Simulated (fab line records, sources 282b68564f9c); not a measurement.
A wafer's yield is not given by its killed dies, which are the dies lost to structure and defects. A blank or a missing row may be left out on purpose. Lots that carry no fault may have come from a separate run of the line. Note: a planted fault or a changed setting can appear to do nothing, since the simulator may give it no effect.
Which tool was responsible?	flow ritCmos	14 lots, 42 wafers sampled, at 5 steps of a route of 202

## WHAT THE GAUGES SHOWED, per wafer
RIT_PWELL_TW_MEAS_10. Usual: PWELL_TW 956, standard deviation 4.8.
lot	measured	on	PWELL_TW	flag
L111	day 2 01:26	filmMetro-03	959 961 956	
L115	day 2 20:14	filmMetro-04	955 958 955	
L116	day 2 23:56	filmMetro-04	954 956 956	
L118	day 3 11:09	filmMetro-04	955 955 953	
L119	day 3 18:04	filmMetro-04	950 953 955	
L120	day 3 22:32	filmMetro-03	958 958 953	
L123	day 4 13:12	filmMetro-04	961 959 964	
L124	day 4 17:50	filmMetro-04	961 962 964	
L127	day 5 08:20	filmMetro-03	953 950 954	
L128	day 5 16:53	filmMetro-04	925 929 932	OFF
L129	day 5 22:07	filmMetro-04	931 925 931	OFF
L130	day 6 01:00	filmMetro-04	957 954 959	
L132	day 6 10:40	filmMetro-04	965 965 960	
L134	day 6 19:56	filmMetro-03	958 956 954	

RIT_WELLDRIVE_RS_MEAS_02: measurement is done with a four-point probe. Usual: PWELL_RS 429.7 ohm/sq, standard deviation 0.94.
lot	measured	on	PWELL_RS (ohm/sq)	flag
L111	day 2 07:23	filmMetro-04	428.4 429.6 429.7	
L115	day 3 01:54	filmMetro-04	428.6 427.3 428.4	
L116	day 3 05:40	filmMetro-02	429.3 428.6 429.4	
L118	day 3 19:10	filmMetro-03	430.9 431.0 430.7	
L119	day 3 23:53	filmMetro-02	429.8 429.0 428.9	
L120	day 4 05:18	filmMetro-04	430.7 429.3 430.5	
L123	day 4 19:19	filmMetro-03	430.5 430.2 431.2	
L124	day 4 23:59	filmMetro-04	430.6 430.0 431.3	
L127	day 5 13:38	filmMetro-03	429.9 430.6 431.1	
L128	day 5 23:11	filmMetro-03	443.0 442.5 441.9	OFF
L129	day 6 03:23	filmMetro-03	442.7 443.5 443.3	OFF
L130	day 6 06:47	filmMetro-02	432.1 432.0 430.1	
L132	day 6 16:32	filmMetro-02	429.7 429.5 427.9	
L134	day 7 01:34	filmMetro-04	429.4 429.9 429.7	

RIT_PSD_OVL_MEAS_06. Usual: PSD_OVL -0.2 nm, standard deviation 1.1.
lot	measured	on	PSD_OVL (nm)	flag
L111	day 3 04:50	overlay-01	-1.8 -0.5 -1.1	
L115	day 3 23:59	overlay-02	0.9 0.0 -0.3	
L116	day 4 08:46	overlay-02	0.3 0.2 -0.5	
L118	day 4 18:55	overlay-02	1.1 0.2 -0.5	
L119	day 4 23:07	overlay-01	0.8 1.9 1.4	
L120	day 5 02:34	overlay-01	3.0 0.6 0.7	
L123	day 5 16:29	overlay-01	-0.6 -1.1 -0.7	
L124	day 5 23:22	overlay-02	1.6 1.9 2.0	
L127	day 6 13:42	overlay-02	-1.3 -1.2 -1.3	
L128	day 6 22:34	overlay-01	0.3 -0.8 -0.5	
L129	day 7 00:24	overlay-02	-0.8 -0.5 -1.1	
L130	day 7 05:04	overlay-01	-0.9 0.9 -2.0	
L132	day 7 13:41	overlay-02	-0.8 -1.2 0.2	
L134	day 8 01:01	overlay-02	-0.7 -3.1 -1.6	

## WHAT TOOL EACH LOT RAN ON (gives the tool, then ch and the chambers of the sampled wafers, and finally the start)
lot	RIT_ACTIVE_ETCH_13	RIT_PWELL_IMPLANT_08
L111	rieDiel-04 ch 1,2,3, day 1 15:14	implanter-01 ch 0, day 2 01:07
L115	rieDiel-03 ch 0,1,2, day 2 11:32	implanter-04 ch 0, day 2 19:56
L116	rieDiel-01 ch 0,1,2, day 2 15:43	implanter-02 ch 0, day 2 23:37
L118	rieDiel-04 ch 0,1,3, day 3 01:50	implanter-04 ch 0, day 3 10:50
L119	rieDiel-01 ch 0,3, day 3 07:24	implanter-02 ch 0, day 3 17:46
L120	rieDiel-03 ch 0,1,3, day 3 11:58	implanter-01 ch 0, day 3 22:12
L123	rieDiel-03 ch 0,1, day 4 03:31	implanter-02 ch 0, day 4 12:53
L124	rieDiel-03 ch 0,1,2, day 4 07:50	implanter-02 ch 0, day 4 17:31
L127	rieDiel-04 ch 0,1,2, day 4 23:46	implanter-04 ch 0, day 5 08:00
L128	rieDiel-01 ch 0,2, day 5 05:34	implanter-02 ch 0, day 5 16:35
L129	rieDiel-03 ch 0,3, day 5 09:51	implanter-02 ch 0, day 5 21:47
L130	rieDiel-03 ch 0,1,2, day 5 14:21	implanter-01 ch 0, day 6 00:41
L132	rieDiel-04 ch 0,2, day 6 00:27	implanter-01 ch 0, day 6 10:20
L134	rieDiel-01 ch 1,2, day 6 10:39	implanter-04 ch 0, day 6 19:37
- RIT_ACTIVE_ETCH_13: etches Si3N4 in SF6, stops on SiO2, time 210 s, target depth 210 nm.
- RIT_PWELL_IMPLANT_08

## AS READ BY THE TOOLS THEMSELVES (means over the sampled wafers that have a number; for cases with no such wafer, the mark the record gives instead)
RIT_ACTIVE_ETCH_13. Usual: drypumpMotorCurrentA 5.5 A, standard deviation 0.33; oesProductAu 0.825 a.u., standard deviation 0.015; throttleValvePct 7.52 %, standard deviation 0.14.
lot	tool	drypumpMotorCurrentA (A)	oesProductAu (a.u.)	throttleValvePct (%)	flag
L111	rieDiel-04	5.2	0.825	7.44	
L115	rieDiel-03	5.7	0.823	7.60	
L116	rieDiel-01	5.8	0.830	7.67	
L118	rieDiel-04	5.3	0.831	7.35	
L119	rieDiel-01	5.8	0.818	7.55	
L120	rieDiel-03	5.8	0.820	7.60	
L123	rieDiel-03	5.7	0.819	7.62	
L124	rieDiel-03	5.7	0.822	7.60	
L127	rieDiel-04	5.2	0.830	7.40	
L128	rieDiel-01	5.8	0.834	7.64	
L129	rieDiel-03	5.8	0.826	7.56	
L130	rieDiel-03	5.7	0.817	7.59	
L132	rieDiel-04	5.3	0.814	7.40	
L134	rieDiel-01	5.7	0.831	7.73	

RIT_PWELL_IMPLANT_08. Usual: beamEnergyKeV 169.99, standard deviation 0.045; faradayCurrentUA 223, standard deviation 4.9.
lot	tool	beamEnergyKeV	faradayCurrentUA	flag
L111	implanter-01	170.02	224	
L115	implanter-04	170.00	219	
L116	implanter-02	169.96	223	
L118	implanter-04	170.01	220	
L119	implanter-02	169.98	229	
L120	implanter-01	169.88	224	
L123	implanter-02	169.95	229	
L124	implanter-02	170.02	228	
L127	implanter-04	170.01	217	
L128	implanter-02	119.02	222	OFF
L129	implanter-02	118.99	222	OFF
L130	implanter-01	169.98	225	
L132	implanter-01	170.00	221	
L134	implanter-04	170.04	224	

## THE ANSWER, worked out from the rows above alone
Rule: lot off if the mean of its wafers having a number is beyond 3 standard deviations from the usual mean. Also off: a lot with no number at a reading for which 4 or more lots have one. All remaining lots with rows at the step are treated as sound. First the gauges in route order, then the tools' own readings, where a lot's mean is used as printed above. The first step at which some lot is off is used, and at that step the reading that is off furthest; a lot without a number counts as furthest.
Off: L128, L129, at RIT_PWELL_TW_MEAS_10 (PWELL_TW).
A tool fits if, at a process step before that reading, it ran every lot that is off, and no sound lot after the first of them. Not tried: the gauges at RIT_PWELL_TW_MEAS_10; whatever is off there is also off at RIT_WELLDRIVE_RS_MEAS_02, on other tools, and gauge error can't account for it. One candidate fits, namely implanter-02 at RIT_PWELL_IMPLANT_08. A fault onset in the window from L124 (day 4 17:31, its last sound lot) to L128 (day 5 16:35, its first lot off) fits.
On the lots that are off, the tool's own readings at RIT_PWELL_IMPLANT_08 differ by more than 5 times the standard deviation of the sound lots' means, which bears it out; beamEnergyKeV reads 119.00 there versus 169.99 on the sound lots.

## WHAT THE SIMULATOR HAD INSERTED
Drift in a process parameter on implanter-02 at RIT_PWELL_IMPLANT_08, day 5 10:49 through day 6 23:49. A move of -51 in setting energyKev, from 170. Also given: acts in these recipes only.
Lots struck among those shown: L128, L129. The rule above reached the same finding.
